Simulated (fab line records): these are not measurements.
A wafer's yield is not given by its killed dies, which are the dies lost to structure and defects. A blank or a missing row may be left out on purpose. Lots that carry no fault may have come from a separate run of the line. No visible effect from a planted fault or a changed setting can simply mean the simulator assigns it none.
Matching of chambers || flow rit cmos || RIT_GATE_ETCH_19 on rie si-01 has 4 sister chambers
The step etches poly-Si in SF6/CHF3/O2, stops on SiO2, time 165 s, target depth 312.5 nm. 14 wafers are shown with their chamber, then 7 later ones without.

WAFERS, EACH WITH ITS CHAMBER
{"wafer": "L677.1", "chamber": 0, "throttle valve pct (%)": 10.51, "drypump motor current A (A)": 5.7, "oes product au (a.u.)": 0.825}
{"wafer": "L677.4", "chamber": 1, "throttle valve pct (%)": 10.33, "drypump motor current A (A)": 5.3, "oes product au (a.u.)": 0.816}
{"wafer": "L677.5", "chamber": 2, "throttle valve pct (%)": 9.97, "drypump motor current A (A)": 5.9, "oes product au (a.u.)": 0.855}
{"wafer": "L679.1", "chamber": 2, "throttle valve pct (%)": 9.95, "drypump motor current A (A)": 5.9, "oes product au (a.u.)": 0.854}
{"wafer": "L679.4", "chamber": 1, "throttle valve pct (%)": 10.34, "drypump motor current A (A)": 5.3, "oes product au (a.u.)": 0.808}
{"wafer": "L679.6", "chamber": 3, "throttle valve pct (%)": 10.34, "drypump motor current A (A)": 6.4, "oes product au (a.u.)": 0.836}
{"wafer": "L683.1", "chamber": 1, "throttle valve pct (%)": 10.33, "drypump motor current A (A)": 5.3, "oes product au (a.u.)": 0.819}
{"wafer": "L683.2", "chamber": 3, "throttle valve pct (%)": 10.35, "drypump motor current A (A)": 6.5, "oes product au (a.u.)": 0.836}
{"wafer": "L683.4", "chamber": 0, "throttle valve pct (%)": 10.53, "drypump motor current A (A)": 5.7, "oes product au (a.u.)": 0.829}
{"wafer": "L685.3", "chamber": 0, "throttle valve pct (%)": 10.52, "drypump motor current A (A)": 5.7, "oes product au (a.u.)": 0.813}
{"wafer": "L685.4", "chamber": 2, "throttle valve pct (%)": 9.98, "drypump motor current A (A)": 5.9, "oes product au (a.u.)": 0.857}
{"wafer": "L685.5", "chamber": 2, "throttle valve pct (%)": 9.96, "drypump motor current A (A)": 5.9, "oes product au (a.u.)": 0.848}
{"wafer": "L689.3", "chamber": 2, "throttle valve pct (%)": 9.97, "drypump motor current A (A)": 5.8, "oes product au (a.u.)": 0.859}
{"wafer": "L689.5", "chamber": 2, "throttle valve pct (%)": 9.96, "drypump motor current A (A)": 5.9, "oes product au (a.u.)": 0.861}

SIGNATURES, as means of the wafers listed above
{"reading": "throttle valve pct", "chamber 0": 10.5200, "chamber 1": 10.3333, "chamber 2": 9.9650, "chamber 3": 10.3450, "scatter within a chamber": 0.00931}
{"reading": "drypump motor current A", "chamber 0": 5.700, "chamber 1": 5.300, "chamber 2": 5.883, "chamber 3": 6.450, "scatter within a chamber": 0.0365}
{"reading": "oes product au", "chamber 0": 0.82233, "chamber 1": 0.81433, "chamber 2": 0.85567, "chamber 3": 0.83600, "scatter within a chamber": 0.00554}
Rule: distance of a wafer from a chamber = root of the sum over the readings of ((wafer's reading minus chamber's mean) / reading's scatter) squared. If the next closest chamber is less than 2 further off than the closest, the wafer can't be placed; otherwise it belongs to the closest. How the scatter is found: for the shown wafers, subtract from each reading the mean of its chamber, square and add these, divide the total by (wafers less chambers), then take the root.

WAFERS WHOSE CHAMBER IS MISSING
{"wafer": "L689.6", "throttle valve pct (%)": 10.34, "drypump motor current A (A)": 5.2, "oes product au (a.u.)": 0.827}
{"wafer": "L695.2", "throttle valve pct (%)": 9.96, "drypump motor current A (A)": 5.9, "oes product au (a.u.)": 0.847}
{"wafer": "L695.3", "throttle valve pct (%)": 10.34, "drypump motor current A (A)": 6.5, "oes product au (a.u.)": 0.830}
{"wafer": "L695.5", "throttle valve pct (%)": 10.34, "drypump motor current A (A)": 6.5, "oes product au (a.u.)": 0.843}
{"wafer": "L697.3", "throttle valve pct (%)": 10.32, "drypump motor current A (A)": 5.2, "oes product au (a.u.)": 0.835}
{"wafer": "L697.4", "throttle valve pct (%)": 10.34, "drypump motor current A (A)": 6.5, "oes product au (a.u.)": 0.850}
{"wafer": "L697.5", "throttle valve pct (%)": 10.52, "drypump motor current A (A)": 5.7, "oes product au (a.u.)": 0.831}

EACH ONE'S CHAMBER
{"wafer": "L689.6", "from the rows above": 1, "in truth": 1}
{"wafer": "L695.2", "from the rows above": 2, "in truth": 2}
{"wafer": "L695.3", "from the rows above": 3, "in truth": 3}
{"wafer": "L695.5", "from the rows above": 3, "in truth": 3}
{"wafer": "L697.3", "from the rows above": 1, "in truth": 1}
{"wafer": "L697.4", "from the rows above": 3, "in truth": 3}
{"wafer": "L697.5", "from the rows above": 0, "in truth": 0}
Correctly placed: 7 of 7. Left unplaced by these rows: 0. Placed wrongly: 0.
